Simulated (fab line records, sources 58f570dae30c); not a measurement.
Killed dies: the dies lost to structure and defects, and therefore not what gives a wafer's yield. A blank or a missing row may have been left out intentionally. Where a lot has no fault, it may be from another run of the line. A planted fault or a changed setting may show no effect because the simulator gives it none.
fab line records | flow berkeley_cmos170
record: lots: 5 | wafers: 23
route steps=331 shown M1@250 V1@254 M2@284 V2@301 M3@310
start_h: start of the lot's first displayed wafer, in hours after the record's first day | wait_h: how many hours have passed since the lot's step before this one | " the same as in the row above | L1.1+2: a single row standing in for several wafers | - no value, or no start was given | * or withheld: withheld | < > ~ a bound
route shown NAME@n: names a module that has steps shown in the file, with the first one's number in the route | usual: mean and standard deviation over wafers with no fault | same: alike in all rows | chamber/n: place in a boat | sites: readings site by site | _std_site: the standard deviation of these | _edge_site: mean of outer sites minus mean of inner sites | radius_mm: how far each site lies from the wafer's centre | mask NAME#n: copy n | behind: the most recent tool/chamber to have shaped the wafer | hold: cause of the lot's hold/its duration in hours/its outcome | device: whichever transistor did not switch (one of n, p or np) | end of line: the same wafers' tests at the end of the route | for a step that has no rows: nothing shown but its recipe | killed: at the first sort, the dies lost to defects and structure; wafer yield is something else | map: dies across one wafer; x = killed, . = not, _ = none there
set.NAME: the setting as run; set.NAME@STEP: as run at that earlier step | model.NAME: the simulator's own value behind a step, which no gauge read
lots run with intentionally changed settings; tables by step, rows by wafer
== steps ==
step: UCB170_M1_METAL_ETCH_12
recipe: chemistry: Cl2/BCl3 | target: Al | stop_on: PSG | pressure_mtorr: 12 | target_depth_a: 7800 | over_etch_frac: 0.3 | time_s: 130 | icp_w: 600 | bias_w: 120 | Cl2_flow_sccm: 90 | bcl3_flow_sccm: 45
lot.wafer | tool         | chamber | start_h | wait_h | set.bias_w | set.temp_c@CONTACT_CVD_01 | model.PSG_of_CONTACT_CVD_01.thk_nm
L078.1    | rie_metal-03 | 1       | 178.83  | -      | 120        | 443.8                     | 629.1
L078.3    | "            | 1       | "       | "      | 106.4      | 443.8                     | 630.5
L078.4    | "            | 0       | "       | "      | 106.4      | 443.8                     | 625.8
L078.5    | "            | 0       | "       | "      | 106.4      | 443.8                     | -
L078.6    | "            | 1       | "       | "      | 120        | 443.8                     | -
L075.1    | rie_metal-02 | 0       | 179.23  | -      | 120        | 450                       | 669.1
L075.3    | "            | 1       | "       | "      | 120        | 450                       | 669.7
L075.6    | "            | 0       | "       | "      | 120        | 450                       | 666.2
L081.1    | rie_metal-01 | 0       | 202.70  | -      | 120        | 441.9                     | 622
L081.3    | "            | 1       | "       | "      | 120        | 441.9                     | 623.7
L081.4    | "            | 0       | "       | "      | 120        | 441.9                     | 624.2
L081.5    | "            | 0       | "       | "      | 120        | 441.9                     | 620.3
L081.6    | "            | 1       | "       | "      | 120        | 441.9                     | 613.9
L080.1    | rie_metal-02 | 0       | 204.81  | -      | 126.6      | 450                       | -
L080.2+3  | "            | 1       | "       | "      | 120        | 450                       | -
L080.4    | "            | 0       | "       | "      | 126.6      | 450                       | 667
L080.6    | "            | 0       | "       | "      | 126.6      | 450                       | 667.8
L084.1    | rie_metal-02 | 0       | 216.03  | -      | 120        | 456.6                     | -
L084.2    | "            | 1       | "       | "      | 129.5      | 456.6                     | -
L084.3    | "            | 1       | "       | "      | 120        | 456.6                     | 699.7
L084.4    | "            | 0       | "       | "      | 129.5      | 456.6                     | 702.7
L084.6    | "            | 0       | "       | "      | 120        | 456.6                     | 703.7
step: UCB170_V1_CVD_00
recipe: material: SiO2 | target_thk_nm: 2000 | temp_c: 390 | precursor: TEOS/O2 | time_s: 250 | rf_w: 550 | pressure_mtorr: 9000
lot.wafer | tool     | chamber | start_h | wait_h | set.time_s | model.SiO2_of_V1_CVD_00.thk_nm
L075.1    | pecvd-03 | 0       | 181.38  | 0.0    | 250        | 1958
L075.3    | "        | 1       | "       | "      | 250        | 1967
L075.6    | "        | 1       | "       | "      | 250        | 2017
L078.1    | pecvd-02 | 1       | 181.38  | 0.0    | 222.1      | 1777
L078.3    | "        | 2       | "       | "      | 250        | 1988
L078.4    | "        | 0       | "       | "      | 222.1      | 1821
L078.5    | "        | 1       | "       | "      | 250        | 2036
L078.6    | "        | 2       | "       | "      | 222.1      | 1802
L081.1    | pecvd-01 | 0       | 204.47  | 0.0    | 250        | 2031
L081.3    | "        | 1       | "       | "      | 250        | 1985
L081.4    | "        | 2       | "       | "      | 250        | 2026
L081.5    | "        | 0       | "       | "      | 250        | 2048
L081.6    | "        | 1       | "       | "      | 250        | 2030
L080.1    | pecvd-02 | 0       | 206.50  | 0.0    | 250        | 2004
L080.2    | "        | 1       | "       | "      | 218.7      | 1729
L080.3    | "        | 2       | "       | "      | 250        | 2000
L080.4    | "        | 2       | "       | "      | 218.7      | 1760
L080.6    | "        | 0       | "       | "      | 250        | 2063
L084.1    | pecvd-03 | 2       | 218.31  | 0.0    | 232.7      | 1830
L084.2    | "        | 1       | "       | "      | 250        | 1993
L084.3    | "        | 0       | "       | "      | 232.7      | 1838
L084.4    | "        | 1       | "       | "      | 232.7      | 1886
L084.6    | "        | 0       | "       | "      | 250        | 2032
step: UCB170_V1_THK_MEAS_01
recipe: reads: SiO2_of_V1_CVD_00
usual: V1_TEOS_THK: 2002/25
lot.wafer | tool          | chamber | start_h | wait_h | set.time_s@V1_CVD_00 | V1_TEOS_THK[nm]
L075.1    | film_metro-02 | -       | 181.53  | 0.1    | 250                  | 1957
L075.3    | "             | -       | "       | "      | 250                  | 1965
L075.6    | "             | -       | "       | "      | 250                  | 2017
L078.1    | film_metro-03 | -       | 181.53  | 0.1    | 222.1                | 1777
L078.3    | "             | -       | "       | "      | 250                  | 1988
L078.4    | "             | -       | "       | "      | 222.1                | 1821
L078.5    | "             | -       | "       | "      | 250                  | 2035
L078.6    | "             | -       | "       | "      | 222.1                | 1802
L081.1    | film_metro-03 | -       | 204.62  | 0.1    | 250                  | 2031
L081.3    | "             | -       | "       | "      | 250                  | 1986
L081.4    | "             | -       | "       | "      | 250                  | 2026
L081.5    | "             | -       | "       | "      | 250                  | 2047
L081.6    | "             | -       | "       | "      | 250                  | 2031
L080.1    | film_metro-03 | -       | 206.65  | 0.1    | 250                  | 2004
L080.2    | "             | -       | "       | "      | 218.7                | 1727
L080.3    | "             | -       | "       | "      | 250                  | 2001
L080.4    | "             | -       | "       | "      | 218.7                | 1761
L080.6    | "             | -       | "       | "      | 250                  | 2062
L084.1    | film_metro-03 | -       | 218.47  | 0.1    | 232.7                | 1830
L084.2    | "             | -       | "       | "      | 250                  | 1992
L084.3    | "             | -       | "       | "      | 232.7                | 1839
L084.4    | "             | -       | "       | "      | 232.7                | 1886
L084.6    | "             | -       | "       | "      | 250                  | 2032
step: UCB170_M2_PEB_13
recipe: peb_temp_c: 130 | peb_time_s: withheld | resist: KrF
lot.wafer      | tool           | chamber | start_h | wait_h | set.peb_temp_c
L078.1+5+6     | litho_track-01 | 0       | 186.26  | 0.1    | 130
L078.3+4       | "              | 0       | "       | "      | 133.8
L075.1+3+6     | litho_track-04 | 0       | 186.60  | 0.2    | 130
L081.1+3+4+5+6 | litho_track-02 | 0       | 208.61  | 0.1    | 130
L080.1+2+4     | litho_track-01 | 0       | 210.45  | 0.1    | 130
L080.3+6       | "              | 0       | "       | "      | 128.5
L084.1+3       | litho_track-01 | 0       | 222.65  | 0.1    | 130
L084.2+4+6     | "              | 0       | "       | "      | 128.2
step: UCB170_M2_DEVELOP_14
recipe: developer: TMAH | develop_time_s: 45 | resist: KrF | dev_temp_c: 21
step: UCB170_M2_CD_MEAS_15
recipe: target_cd_nm: 700
usual: cd_nm: 700.0/1.4
lot.wafer | tool      | chamber | start_h | wait_h | set.peb_temp_c@M2_PEB_13 | cd_nm
L078.1    | cd_sem-02 | -       | 186.54  | -      | 130                      | 702.1
L078.3    | "         | -       | "       | "      | 133.8                    | 679.5
L078.4    | "         | -       | "       | "      | 133.8                    | 678.7
L078.5    | "         | -       | "       | "      | 130                      | 702.1
L078.6    | "         | -       | "       | "      | 130                      | 700.2
L075.1    | cd_sem-01 | -       | 186.87  | -      | 130                      | 697.7
L075.3    | "         | -       | "       | "      | 130                      | 697.5
L075.6    | "         | -       | "       | "      | 130                      | 699.2
L081.1    | cd_sem-02 | -       | 208.88  | -      | 130                      | 702.2
L081.3    | "         | -       | "       | "      | 130                      | 703.9
L081.4    | "         | -       | "       | "      | 130                      | 702.0
L081.5    | "         | -       | "       | "      | 130                      | 702.3
L081.6    | "         | -       | "       | "      | 130                      | 701.1
L080.1    | cd_sem-02 | -       | 210.73  | -      | 130                      | 699.2
L080.2    | "         | -       | "       | "      | 130                      | 698.6
L080.3    | "         | -       | "       | "      | 128.5                    | 710.6
L080.4    | "         | -       | "       | "      | 130                      | 698.5
L080.6    | "         | -       | "       | "      | 128.5                    | 708.5
L084.1    | cd_sem-02 | -       | 222.93  | -      | 130                      | 700.4
L084.2    | "         | -       | "       | "      | 128.2                    | 713.2
L084.3    | "         | -       | "       | "      | 130                      | 700.3
L084.4    | "         | -       | "       | "      | 128.2                    | 714.2
L084.6    | "         | -       | "       | "      | 128.2                    | 713.4
step: UCB170_M2_ETCH_17
recipe: chemistry: N2/H2 | target_depth_a: withheld | overetch_a: withheld | target: BARC | time_s: withheld | source_w: 500 | bias_w: 100 | pressure_mtorr: 30 | n2_flow_sccm: 100 | h2_flow_sccm: 200
lot.wafer | tool        | chamber | start_h | wait_h | set.peb_temp_c@M2_PEB_13 | model.M2.cd_nm
L078.1+5  | rie_diel-03 | 0,1     | 186.70  | 0.0    | 130                      | 702.8
L078.3    | "           | 1       | "       | "      | 133.8                    | 680.2
L078.4    | "           | 0       | "       | "      | 133.8                    | 678.8
L078.6    | "           | 2       | "       | "      | 130                      | 700.9
L075.1    | rie_diel-01 | 3       | 187.03  | 0.0    | 130                      | 698.1
L075.3    | "           | 1       | "       | "      | 130                      | 697.8
L075.6    | "           | 3       | "       | "      | 130                      | 699.9
L081.1    | rie_diel-03 | 0       | 209.04  | 0.0    | 130                      | 702.3
L081.3    | "           | 2       | "       | "      | 130                      | 703.8
L081.4    | "           | 1       | "       | "      | 130                      | 702.1
L081.5    | "           | 0       | "       | "      | 130                      | 702.5
L081.6    | "           | 1       | "       | "      | 130                      | 701.7
L080.1    | rie_diel-02 | 2       | 210.89  | 0.0    | 130                      | 698.6
L080.2+4  | "           | 0,1     | "       | "      | 130                      | 698.5
L080.3    | "           | 3       | "       | "      | 128.5                    | 710.9
L080.6    | "           | 2       | "       | "      | 128.5                    | 708.5
L084.1    | rie_diel-01 | 2       | 223.08  | 0.0    | 130                      | 699.8
L084.2    | "           | 3       | "       | "      | 128.2                    | 713.5
L084.3    | "           | 1       | "       | "      | 130                      | 700.2
L084.4    | "           | 0       | "       | "      | 128.2                    | 713.8
L084.6    | "           | 1       | "       | "      | 128.2                    | 713
step: UCB170_M2_METAL_ETCH_18
recipe: chemistry: Cl2/BCl3 | target: Al | stop_on: SiO2 | pressure_mtorr: 12 | target_depth_a: 11700 | over_etch_frac: 0.3 | time_s: 195 | icp_w: 600 | bias_w: 120 | Cl2_flow_sccm: 90 | bcl3_flow_sccm: 45
lot.wafer | tool         | chamber | start_h | wait_h | set.peb_temp_c@M2_PEB_13 | model.M2.cd_nm
L078.1    | rie_metal-01 | 0       | 186.74  | -      | 130                      | 701
L078.3    | "            | 1       | "       | "      | 133.8                    | 680.4
L078.4    | "            | 0       | "       | "      | 133.8                    | 680.5
L078.5    | "            | 0       | "       | "      | 130                      | 701.3
L078.6    | "            | 1       | "       | "      | 130                      | 698.2
L075.1    | rie_metal-04 | 0       | 187.07  | -      | 130                      | 699.3
L075.3    | "            | 1       | "       | "      | 130                      | 699.5
L075.6    | "            | 0       | "       | "      | 130                      | 703
L081.1    | rie_metal-04 | 0       | 209.08  | -      | 130                      | 703.1
L081.3    | "            | 0       | "       | "      | 130                      | 705
L081.4+5  | "            | 1       | "       | "      | 130                      | 701.2
L081.6    | "            | 0       | "       | "      | 130                      | 703.4
L080.1    | rie_metal-01 | 0       | 210.93  | -      | 130                      | 695.1
L080.2    | "            | 1       | "       | "      | 130                      | 695
L080.3    | "            | 0       | "       | "      | 128.5                    | 706.8
L080.4    | "            | 1       | "       | "      | 130                      | 695.7
L080.6    | "            | 1       | "       | "      | 128.5                    | 703.7
L084.1    | rie_metal-02 | 0       | 223.12  | -      | 130                      | 700.2
L084.2    | "            | 1       | "       | "      | 128.2                    | 712.6
L084.3    | "            | 1       | "       | "      | 130                      | 699.8
L084.4    | "            | 0       | "       | "      | 128.2                    | 715.5
L084.6    | "            | 0       | "       | "      | 128.2                    | 716.4
step: UCB170_M2_STRIP_19
recipe: chemistry: O2 | power_w: 400 | pressure_mtorr: 3500 | platen_temp_c: withheld | o2_flow_sccm: 400 | overash_fraction: 0.5
step: UCB170_M2_CD_MEAS_90
recipe: target_cd_nm: 700
usual: cd_nm: 700.0/2.4
lot.wafer | tool      | chamber | start_h | wait_h | set.peb_temp_c@M2_PEB_13 | cd_nm
L078.1    | cd_sem-02 | -       | 187.03  | 0.1    | 130                      | 700.6
L078.3    | "         | -       | "       | "      | 133.8                    | 680.6
L078.4    | "         | -       | "       | "      | 133.8                    | 680.6
L078.5    | "         | -       | "       | "      | 130                      | 701.2
L078.6    | "         | -       | "       | "      | 130                      | 698.3
L075.1    | cd_sem-01 | -       | 187.36  | 0.1    | 130                      | 699.2
L075.3    | "         | -       | "       | "      | 130                      | 699.7
L075.6    | "         | -       | "       | "      | 130                      | 702.9
L081.1    | cd_sem-01 | -       | 209.37  | 0.1    | 130                      | 703.2
L081.3    | "         | -       | "       | "      | 130                      | 705.0
L081.4    | "         | -       | "       | "      | 130                      | 701.1
L081.5    | "         | -       | "       | "      | 130                      | 701.2
L081.6    | "         | -       | "       | "      | 130                      | 703.4
L080.1    | cd_sem-02 | -       | 211.21  | 0.1    | 130                      | 694.9
L080.2    | "         | -       | "       | "      | 130                      | 695.1
L080.3    | "         | -       | "       | "      | 128.5                    | 707.0
L080.4    | "         | -       | "       | "      | 130                      | 695.7
L080.6    | "         | -       | "       | "      | 128.5                    | 703.5
L084.1    | cd_sem-01 | -       | 223.41  | 0.1    | 130                      | 700.3
L084.2    | "         | -       | "       | "      | 128.2                    | 712.4
L084.3    | "         | -       | "       | "      | 130                      | 700.2
L084.4    | "         | -       | "       | "      | 128.2                    | 715.5
L084.6    | "         | -       | "       | "      | 128.2                    | 716.6
step: UCB170_V2_EXPOSE_09
recipe: mask_id: VIA2 | target_cd_nm: 700 | na: 0.5 | sigma_outer: 0.6 | source_shape: conventional | dose_mj: 37
lot.wafer      | tool           | chamber | start_h | wait_h | mask   | set.dose_mj
L078.1+3+4+5+6 | krf_scanner-02 | 0       | 188.61  | 0.2    | VIA2#0 | 37
L075.1+3+6     | krf_scanner-01 | 0       | 189.06  | 0.2    | VIA2#0 | 37
L081.1+3+4     | krf_scanner-02 | 0       | 210.81  | 0.1    | VIA2#0 | 36.22
L081.5+6       | "              | 0       | "       | "      | VIA2#0 | 37
L080.1+2+6     | krf_scanner-02 | 0       | 212.90  | 0.1    | VIA2#0 | 34.57
L080.3+4       | "              | 0       | "       | "      | VIA2#0 | 37
L084.1+6       | krf_scanner-01 | 0       | 225.12  | 0.1    | VIA2#0 | 35.75
L084.2+3+4     | "              | 0       | "       | "      | VIA2#0 | 37
step: UCB170_V2_PEB_10
recipe: peb_temp_c: 130 | peb_time_s: withheld | resist: KrF
step: UCB170_V2_DEVELOP_11
recipe: developer: TMAH | develop_time_s: 45 | resist: KrF | dev_temp_c: 21
step: UCB170_V2_CD_MEAS_12
recipe: target_cd_nm: 700
usual: cd_nm: 699.9/1.3
lot.wafer | tool      | chamber | start_h | wait_h | set.dose_mj@V2_EXPOSE_09 | cd_nm
L078.1    | cd_sem-02 | -       | 189.25  | -      | 37                       | 700.9
L078.3    | "         | -       | "       | "      | 37                       | 700.5
L078.4    | "         | -       | "       | "      | 37                       | 701.6
L078.5    | "         | -       | "       | "      | 37                       | 701.2
L078.6    | "         | -       | "       | "      | 37                       | 702.1
L075.1    | cd_sem-01 | -       | 189.80  | -      | 37                       | 701.2
L075.3    | "         | -       | "       | "      | 37                       | 701.1
L075.6    | "         | -       | "       | "      | 37                       | 699.7
L081.1    | cd_sem-01 | -       | 211.20  | -      | 36.22                    | 694.6
L081.3    | "         | -       | "       | "      | 36.22                    | 694.9
L081.4    | "         | -       | "       | "      | 36.22                    | 695.7
L081.5    | "         | -       | "       | "      | 37                       | 698.7
L081.6    | "         | -       | "       | "      | 37                       | 699.7
L080.1    | cd_sem-02 | -       | 213.52  | -      | 34.57                    | 685.5
L080.2    | "         | -       | "       | "      | 34.57                    | 684.2
L080.3    | "         | -       | "       | "      | 37                       | 697.6
L080.4    | "         | -       | "       | "      | 37                       | 697.0
L080.6    | "         | -       | "       | "      | 34.57                    | 686.3
L084.1    | cd_sem-02 | -       | 225.51  | -      | 35.75                    | 693.8
L084.2    | "         | -       | "       | "      | 37                       | 699.3
L084.3    | "         | -       | "       | "      | 37                       | 700.9
L084.4    | "         | -       | "       | "      | 37                       | 699.8
L084.6    | "         | -       | "       | "      | 35.75                    | 694.6
step: UCB170_V2_ETCH_14
recipe: chemistry: CHF3/CF4/Ar | target: SiO2 | stop_on: Al | CHF3_flow_sccm: 45 | cf4_flow_sccm: 15 | Ar_flow_sccm: 150 | pressure_mtorr: 200 | rf_w: 700 | target_depth_a: 12500 | over_etch_frac: 0.25 | time_s: 291
lot.wafer | tool        | chamber | start_h | wait_h | set.dose_mj@V2_EXPOSE_09 | model.V2.cd_nm
L078.1    | rie_diel-02 | 3       | 189.40  | 0.0    | 37                       | 701.5
L078.3    | "           | 1       | "       | "      | 37                       | 701.3
L078.4    | "           | 0       | "       | "      | 37                       | 702.2
L078.5    | "           | 2       | "       | "      | 37                       | 702.3
L078.6    | "           | 3       | "       | "      | 37                       | 702.7
L075.1    | rie_diel-03 | 0       | 189.95  | 0.0    | 37                       | 701
L075.3    | "           | 2       | "       | "      | 37                       | 701.3
L075.6    | "           | 0       | "       | "      | 37                       | 700
L081.1    | rie_diel-03 | 2       | 211.36  | 0.0    | 36.22                    | 694.5
L081.3    | "           | 3       | "       | "      | 36.22                    | 694.7
L081.4    | "           | 0       | "       | "      | 36.22                    | 695.7
L081.5    | "           | 2       | "       | "      | 37                       | 699.2
L081.6    | "           | 3       | "       | "      | 37                       | 699.6
L080.1    | rie_diel-02 | 3       | 213.68  | 0.0    | 34.57                    | 685.5
L080.2    | "           | 1       | "       | "      | 34.57                    | 684.4
L080.3    | "           | 0       | "       | "      | 37                       | 697.9
L080.4    | "           | 2       | "       | "      | 37                       | 696.6
L080.6    | "           | 0       | "       | "      | 34.57                    | 685.7
L084.1    | rie_diel-03 | 0       | 225.67  | 0.0    | 35.75                    | 694.5
L084.2    | "           | 3       | "       | "      | 37                       | 698.9
L084.3    | "           | 1       | "       | "      | 37                       | 700.8
L084.4    | "           | 1       | "       | "      | 37                       | 699.1
L084.6    | "           | 3       | "       | "      | 35.75                    | 694.1
step: UCB170_V2_STRIP_15
recipe: chemistry: O2 | power_w: 400 | pressure_mtorr: 3500 | platen_temp_c: withheld | o2_flow_sccm: 400 | overash_fraction: 0.5
step: UCB170_V2_CD_MEAS_90
recipe: target_cd_nm: 700
usual: cd_nm: 700.0/1.4
lot.wafer | tool      | chamber | start_h | wait_h | set.dose_mj@V2_EXPOSE_09 | cd_nm
L078.1    | cd_sem-02 | -       | 189.68  | 0.1    | 37                       | 701.3
L078.3    | "         | -       | "       | "      | 37                       | 701.4
L078.4    | "         | -       | "       | "      | 37                       | 702.3
L078.5    | "         | -       | "       | "      | 37                       | 702.1
L078.6    | "         | -       | "       | "      | 37                       | 703.0
L075.1    | cd_sem-02 | -       | 190.23  | 0.1    | 37                       | 701.0
L075.3    | "         | -       | "       | "      | 37                       | 701.2
L075.6    | "         | -       | "       | "      | 37                       | 700.2
L081.1    | cd_sem-02 | -       | 211.64  | 0.1    | 36.22                    | 694.5
L081.3    | "         | -       | "       | "      | 36.22                    | 694.7
L081.4    | "         | -       | "       | "      | 36.22                    | 695.7
L081.5    | "         | -       | "       | "      | 37                       | 699.1
L081.6    | "         | -       | "       | "      | 37                       | 699.3
L080.1    | cd_sem-02 | -       | 213.95  | 0.1    | 34.57                    | 685.4
L080.2    | "         | -       | "       | "      | 34.57                    | 684.4
L080.3    | "         | -       | "       | "      | 37                       | 697.8
L080.4    | "         | -       | "       | "      | 37                       | 696.2
L080.6    | "         | -       | "       | "      | 34.57                    | 685.5
L084.1    | cd_sem-01 | -       | 225.94  | 0.1    | 35.75                    | 694.7
L084.2    | "         | -       | "       | "      | 37                       | 699.0
L084.3    | "         | -       | "       | "      | 37                       | 700.8
L084.4    | "         | -       | "       | "      | 37                       | 699.7
L084.6    | "         | -       | "       | "      | 35.75                    | 694.1
step: UCB170_M3_SPUTTER_01
recipe: material: Al | target_thk_nm: 900 | time_s: 120 | power_w: 6000 | chamber_pressure_pa: 0.5
lot.wafer | tool           | chamber | start_h | wait_h | set.power_w | model.Al_of_M3_SPUTTER_01.thk_nm
L078.1    | pvd_sputter-03 | -       | 189.87  | 0.0    | 6000        | 903.7
L078.3    | "              | -       | "       | "      | 6000        | 902.8
L078.4    | "              | -       | "       | "      | 5281        | 787.7
L078.5    | "              | -       | "       | "      | 5281        | 793.1
L078.6    | "              | -       | "       | "      | 6000        | 898.6
L075.1    | pvd_sputter-04 | -       | 190.42  | 0.0    | 6000        | 902.5
L075.3    | "              | -       | "       | "      | 6000        | 900.1
L075.6    | "              | -       | "       | "      | 6000        | 904.3
L081.1    | pvd_sputter-01 | -       | 211.83  | 0.0    | 6000        | 898.4
L081.3    | "              | -       | "       | "      | 6000        | 896.2
L081.4    | "              | -       | "       | "      | 6000        | 902.1
L081.5    | "              | -       | "       | "      | 6000        | 910.1
L081.6    | "              | -       | "       | "      | 6000        | 892
L080.1    | pvd_sputter-04 | -       | 214.14  | 0.0    | 6000        | 896.8
L080.2    | "              | -       | "       | "      | 6000        | 892.2
L080.3    | "              | -       | "       | "      | 6000        | 907.7
L080.4    | "              | -       | "       | "      | 5432        | 819.6
L080.6    | "              | -       | "       | "      | 5432        | 818
L084.1    | pvd_sputter-04 | -       | 226.13  | 0.0    | 6000        | 889.2
L084.2    | "              | -       | "       | "      | 6000        | 886.7
L084.3    | "              | -       | "       | "      | 6000        | 885
L084.4    | "              | -       | "       | "      | 6000        | 886.3
L084.6    | "              | -       | "       | "      | 6000        | 893.1
step: UCB170_M3_RS_MEAS_02
recipe: thk_meas_gauge: four-point-probe | reads: Al_of_M3_SPUTTER_01
usual: M3_AL_RS: 0.0321/0.00031
lot.wafer | tool          | chamber | start_h | wait_h | set.power_w@M3_SPUTTER_01 | M3_AL_RS[ohm/sq]
L078.1    | film_metro-01 | -       | 189.95  | 0.0    | 6000                      | 0.0320
L078.3    | "             | -       | "       | "      | 6000                      | 0.0320
L078.4    | "             | -       | "       | "      | 5281                      | 0.0368
L078.5    | "             | -       | "       | "      | 5281                      | 0.0365
L078.6    | "             | -       | "       | "      | 6000                      | 0.0322
L075.1    | film_metro-03 | -       | 190.50  | 0.0    | 6000                      | 0.0321
L075.3    | "             | -       | "       | "      | 6000                      | 0.0323
L075.6    | "             | -       | "       | "      | 6000                      | 0.0320
L081.1    | film_metro-04 | -       | 211.93  | 0.0    | 6000                      | 0.0322
L081.3    | "             | -       | "       | "      | 6000                      | 0.0323
L081.4    | "             | -       | "       | "      | 6000                      | 0.0321
L081.5    | "             | -       | "       | "      | 6000                      | 0.0318
L081.6    | "             | -       | "       | "      | 6000                      | 0.0324
L080.1    | film_metro-03 | -       | 214.22  | 0.0    | 6000                      | 0.0322
L080.2    | "             | -       | "       | "      | 6000                      | 0.0325
L080.3    | "             | -       | "       | "      | 6000                      | 0.0319
L080.4    | "             | -       | "       | "      | 5432                      | 0.0353
L080.6    | "             | -       | "       | "      | 5432                      | 0.0355
L084.1    | film_metro-04 | -       | 226.21  | 0.0    | 6000                      | 0.0326
L084.2    | "             | -       | "       | "      | 6000                      | 0.0327
L084.3    | "             | -       | "       | "      | 6000                      | 0.0326
L084.4    | "             | -       | "       | "      | 6000                      | 0.0326
L084.6    | "             | -       | "       | "      | 6000                      | 0.0324
step: UCB170_M3_THK_MEAS_03
recipe: thk_meas_gauge: xrf | reads: Al_of_M3_SPUTTER_01
usual: M3_AL_THK: 893/10
lot.wafer | tool          | chamber | start_h | wait_h | set.power_w@M3_SPUTTER_01 | M3_AL_THK[nm]
L078.1    | film_metro-01 | -       | 190.07  | 0.1    | 6000                      | 887
L078.3    | "             | -       | "       | "      | 6000                      | 893
L078.4    | "             | -       | "       | "      | 5281                      | 773
L078.5    | "             | -       | "       | "      | 5281                      | 784
L078.6    | "             | -       | "       | "      | 6000                      | 889
L075.1    | film_metro-03 | -       | 190.62  | 0.1    | 6000                      | 895
L075.3    | "             | -       | "       | "      | 6000                      | 888
L075.6    | "             | -       | "       | "      | 6000                      | 893
L081.1    | film_metro-04 | -       | 212.05  | 0.1    | 6000                      | 889
L081.3    | "             | -       | "       | "      | 6000                      | 890
L081.4    | "             | -       | "       | "      | 6000                      | 889
L081.5    | "             | -       | "       | "      | 6000                      | 901
L081.6    | "             | -       | "       | "      | 6000                      | 884
L080.1    | film_metro-03 | -       | 214.34  | 0.1    | 6000                      | 882
L080.2    | "             | -       | "       | "      | 6000                      | 880
L080.3    | "             | -       | "       | "      | 6000                      | 894
L080.4    | "             | -       | "       | "      | 5432                      | 813
L080.6    | "             | -       | "       | "      | 5432                      | 808
L084.1    | film_metro-04 | -       | 226.33  | 0.1    | 6000                      | 881
L084.2    | "             | -       | "       | "      | 6000                      | 878
L084.3    | "             | -       | "       | "      | 6000                      | 874
L084.4    | "             | -       | "       | "      | 6000                      | 874
L084.6    | "             | -       | "       | "      | 6000                      | 884
== key ==
split: step: UCB170_M1_METAL_ETCH_12 | setting: bias_w | stated: 120 | by: wafer
response none clear
split: step: UCB170_V1_CVD_00 | setting: time_s | stated: 250 | by: wafer
response: step: UCB170_V1_CVD_00 | reading: model.SiO2_of_V1_CVD_00.thk_nm | change: +21.1 | per: 1% | r: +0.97
response: step: UCB170_V1_THK_MEAS_01 | reading: V1_TEOS_THK | change: +21.1 | per: 1% | r: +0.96
split: step: UCB170_M2_PEB_13 | setting: peb_temp_c | stated: 130 | by: wafer
response: step: UCB170_M2_CD_MEAS_15 | reading: cd_nm | change: -8.15 | per: 1% | r: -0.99
response: step: UCB170_M2_ETCH_17 | reading: model.M2.cd_nm | change: -8.28 | per: 1% | r: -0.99
response: step: UCB170_M2_METAL_ETCH_18 | reading: model.M2.cd_nm | change: -7.6 | per: 1% | r: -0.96
response: step: UCB170_M2_CD_MEAS_90 | reading: cd_nm | change: -7.52 | per: 1% | r: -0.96
split: step: UCB170_V2_EXPOSE_09 | setting: dose_mj | stated: 37 | by: wafer
response: step: UCB170_V2_CD_MEAS_12 | reading: cd_nm | change: +1.82 | per: 1% | r: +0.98
response: step: UCB170_V2_ETCH_14 | reading: model.V2.cd_nm | change: +1.8 | per: 1% | r: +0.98
response: step: UCB170_V2_CD_MEAS_90 | reading: cd_nm | change: +1.79 | per: 1% | r: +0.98
split: step: UCB170_M3_SPUTTER_01 | setting: power_w | stated: 6000 | by: wafer
response: step: UCB170_M3_SPUTTER_01 | reading: model.Al_of_M3_SPUTTER_01.thk_nm | change: +8.97 | per: 1% | r: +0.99
response: step: UCB170_M3_RS_MEAS_02 | reading: M3_AL_RS | change: -0.000366 | per: 1% | r: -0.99
response: step: UCB170_M3_THK_MEAS_03 | reading: M3_AL_THK | change: +8.75 | per: 1% | r: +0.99
split outside_this_file step=UCB170_CONTACT_CVD_01 setting=temp_c
split outside_this_file: this setting was split too, and the file shows its column; the key of that split is in another file
